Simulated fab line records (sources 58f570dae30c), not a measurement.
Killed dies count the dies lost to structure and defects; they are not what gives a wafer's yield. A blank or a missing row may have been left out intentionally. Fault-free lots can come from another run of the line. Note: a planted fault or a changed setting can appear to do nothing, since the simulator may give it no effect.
Which of the tools did it? + flow berkeley cmos170 + 14 lots with 42 wafers sampled at 4 steps, on a route of 331 steps

== WHAT EACH GAUGE READ, for each wafer ==
UCB170_PSD_TW_MEAS_10. Usual: PSD_TW gives 2332 (standard deviation 13).
| lot  | measured     | on            | PSD_TW         | flag |
|------|--------------|---------------|----------------|------|
| L108 | day 8 13:04  | film metro-03 | 2338 2338 2343 |      |
| L105 | day 8 13:11  | film metro-02 | 2312 2318 2314 |      |
| L104 | day 8 13:55  | film metro-02 | 2318 2312 2316 |      |
| L107 | day 8 13:21  | film metro-04 | 2336 2341 2331 |      |
| L111 | day 9 04:32  | film metro-03 | 2333 2329 2342 |      |
| L110 | day 9 03:35  | film metro-04 | 2310 2318 2308 |      |
| L113 | day 10 00:17 | film metro-02 | 2325 2325 2308 |      |
| L117 | day 10 12:02 | film metro-04 | 2333 2331 2325 |      |
| L116 | day 10 12:13 | film metro-02 | 2324 2333 2322 |      |
| L121 | day 11 17:09 | film metro-04 | 2328 2326 2316 |      |
| L122 | day 11 17:19 | film metro-03 | 2341 2349 2361 |      |
| L125 | day 12 11:25 | film metro-02 | 2315 2325 2319 |      |
| L124 | day 12 11:58 | film metro-03 | 2339 2349 2353 |      |
| L126 | day 12 12:05 | film metro-04 | 2331 2321 2331 |      |

UCB170_NSD_CD_MEAS_06: the cd target is 1200 nm. Usual: cd nm 1199.7 nm, standard deviation 1.7.
| lot  | measured     | on        | cd nm (nm)           | flag |
|------|--------------|-----------|----------------------|------|
| L108 | day 8 17:58  | cd sem-02 | 1200.2 1200.7 1200.7 |      |
| L105 | day 8 17:43  | cd sem-02 | 1200.9 1202.3 1200.5 |      |
| L104 | day 8 18:41  | cd sem-02 | 1198.7 1198.7 1198.8 |      |
| L107 | day 8 18:28  | cd sem-02 | 1199.9 1200.8 1200.6 |      |
| L111 | day 9 07:00  | cd sem-02 | 1202.2 1200.8 1201.1 |      |
| L110 | day 9 06:24  | cd sem-02 | 1198.8 1199.4 1199.2 |      |
| L113 | day 10 01:31 | cd sem-01 | 1201.3 1201.2 1201.9 |      |
| L117 | day 10 17:59 | cd sem-02 | 1201.4 1200.9 1200.3 |      |
| L116 | day 10 17:31 | cd sem-01 | 1201.5 1201.8 1202.1 |      |
| L121 | day 11 19:32 | cd sem-01 | 1198.2 1196.5 1197.9 |      |
| L122 | day 11 19:29 | cd sem-02 | 1198.9 1198.7 1198.4 |      |
| L125 | day 12 12:52 | cd sem-01 | 1201.8 1202.2 1201.7 |      |
| L124 | day 12 13:14 | cd sem-01 | 1199.0 1199.8 1200.0 |      |
| L126 | day 12 13:23 | cd sem-01 | 1198.3 1199.4 1199.8 |      |

== EACH LOT AND THE TOOL THAT RAN IT (in order: tool; ch and the chambers of the sampled wafers; start) ==
| lot  | UCB170_NLDD_STRIP_10                 | UCB170_PSD_CLEAN_11             |
|------|--------------------------------------|---------------------------------|
| L108 | plasma asher-03 ch 0,1, day 8 06:22  | wet bench-01 ch 3, day 8 14:44  |
| L105 | plasma asher-03 ch 0, day 8 06:59    | wet bench-01 ch 0, day 8 14:44  |
| L104 | plasma asher-02 ch 0,1, day 8 07:39  | wet bench-03 ch 2, day 8 14:47  |
| L107 | plasma asher-02 ch 0,1, day 8 08:05  | wet bench-01 ch 3, day 8 14:44  |
| L111 | plasma asher-02 ch 0,1, day 8 19:22  | wet bench-02 ch 0, day 9 04:35  |
| L110 | plasma asher-01 ch 0,1, day 8 19:29  | wet bench-02 ch 3, day 9 03:38  |
| L113 | plasma asher-03 ch 0,1, day 9 15:05  | wet bench-02 ch 1, day 10 00:21 |
| L117 | plasma asher-02 ch 0,1, day 10 03:48 | wet bench-02 ch 3, day 10 15:10 |
| L116 | plasma asher-02 ch 0,1, day 10 04:55 | wet bench-02 ch 0, day 10 15:10 |
| L121 | plasma asher-01 ch 0,1, day 11 09:51 | wet bench-03 ch 2, day 11 17:12 |
| L122 | plasma asher-03 ch 0,1, day 11 10:47 | wet bench-02 ch 0, day 11 17:21 |
| L125 | plasma asher-01 ch 0,1, day 12 04:32 | wet bench-02 ch 0, day 12 11:28 |
| L124 | plasma asher-02 ch 0,1, day 12 05:02 | wet bench-01 ch 0, day 12 12:01 |
| L126 | plasma asher-01 ch 0,1, day 12 06:59 | wet bench-02 ch 3, day 12 12:08 |
- UCB170_NLDD_STRIP_10: strips in O2.
- UCB170_PSD_CLEAN_11: cleans in SPM, time 600 s.

== WHAT THE TOOLS THEMSELVES READ (means of the sampled wafers that have a number; where no wafer has one, the mark that the record gives instead) ==
UCB170_NLDD_STRIP_10. Usual: drypump motor current A 5.6 A, standard deviation 0.4; oes product au 0.734 a.u., standard deviation 0.0049; strip time to endpoint s 21.60 s, standard deviation 0.061.
| lot  | tool            | drypump motor current A (A) | oes product au (a.u.) | strip time to endpoint s (s) | flag |
|------|-----------------|-----------------------------|-----------------------|------------------------------|------|
| L108 | plasma asher-03 | 5.7                         | 0.734                 | 21.58                        |      |
| L105 | plasma asher-03 | 5.6                         | 0.734                 | 21.58                        |      |
| L104 | plasma asher-02 | 5.9                         | 0.737                 | 21.62                        |      |
| L107 | plasma asher-02 | 5.8                         | 0.738                 | 21.54                        |      |
| L111 | plasma asher-02 | 5.9                         | 0.735                 | 21.64                        |      |
| L110 | plasma asher-01 | 5.3                         | 0.735                 | 21.66                        |      |
| L113 | plasma asher-03 | 5.7                         | 0.733                 | 21.55                        |      |
| L117 | plasma asher-02 | 5.5                         | 0.738                 | 21.53                        |      |
| L116 | plasma asher-02 | 5.8                         | 0.736                 | 21.61                        |      |
| L121 | plasma asher-01 | 5.3                         | 0.736                 | 21.64                        |      |
| L122 | plasma asher-03 | 5.7                         | 0.736                 | 21.65                        |      |
| L125 | plasma asher-01 | 5.3                         | 0.735                 | 21.68                        |      |
| L124 | plasma asher-02 | 5.5                         | 0.736                 | 21.56                        |      |
| L126 | plasma asher-01 | 5.3                         | 0.733                 | 21.62                        |      |

UCB170_PSD_CLEAN_11. Usual: bath guard temp C 120.2 C, standard deviation 0.56; bath heat duty pct 12.8 %, standard deviation 1.1.
| lot  | tool         | bath guard temp C (C) | bath heat duty pct (%) | flag |
|------|--------------|-----------------------|------------------------|------|
| L108 | wet bench-01 | 119.5                 | 13.3                   |      |
| L105 | wet bench-01 | 120.5                 | 13.6                   |      |
| L104 | wet bench-03 | 120.8                 | 14.8                   |      |
| L107 | wet bench-01 | 119.5                 | 12.8                   |      |
| L111 | wet bench-02 | 119.8                 | 11.7                   |      |
| L110 | wet bench-02 | 120.5                 | 12.1                   |      |
| L113 | wet bench-02 | 121.3                 | 12.6                   |      |
| L117 | wet bench-02 | 120.5                 | 12.9                   |      |
| L116 | wet bench-02 | 119.8                 | 11.6                   |      |
| L121 | wet bench-03 | -                     | -                      | OFF  |
| L122 | wet bench-02 | -                     | -                      | OFF  |
| L125 | wet bench-02 | 119.7                 | 11.5                   |      |
| L124 | wet bench-01 | 120.4                 | 13.2                   |      |
| L126 | wet bench-02 | 120.6                 | 12.7                   |      |

== THE ANSWER, worked out from the rows above alone ==
Rule: take the mean of a lot's wafers that have a number; if it is more than 3 standard deviations from the usual mean, the lot is off. A lot without any number at a reading at which 4 lots or more have one is off too. The other lots that the step has rows for count as sound. The gauges are gone through in route order, then the tools' own readings, and for those a lot's mean is taken as printed above. At the first step where some lot is off, the reading lying furthest off is the one used; lots without a number count as furthest.
Off at UCB170_PSD_CLEAN_11 (bath guard temp C): L121, L122. Without a number there: L121, L122.
If a tool, at that step or one of the process steps before it, ran each lot that is off and ran no sound lot following the first of them, it fits. Of those tried, none fits.

== WHAT THE SIMULATOR HAD INSERTED ==
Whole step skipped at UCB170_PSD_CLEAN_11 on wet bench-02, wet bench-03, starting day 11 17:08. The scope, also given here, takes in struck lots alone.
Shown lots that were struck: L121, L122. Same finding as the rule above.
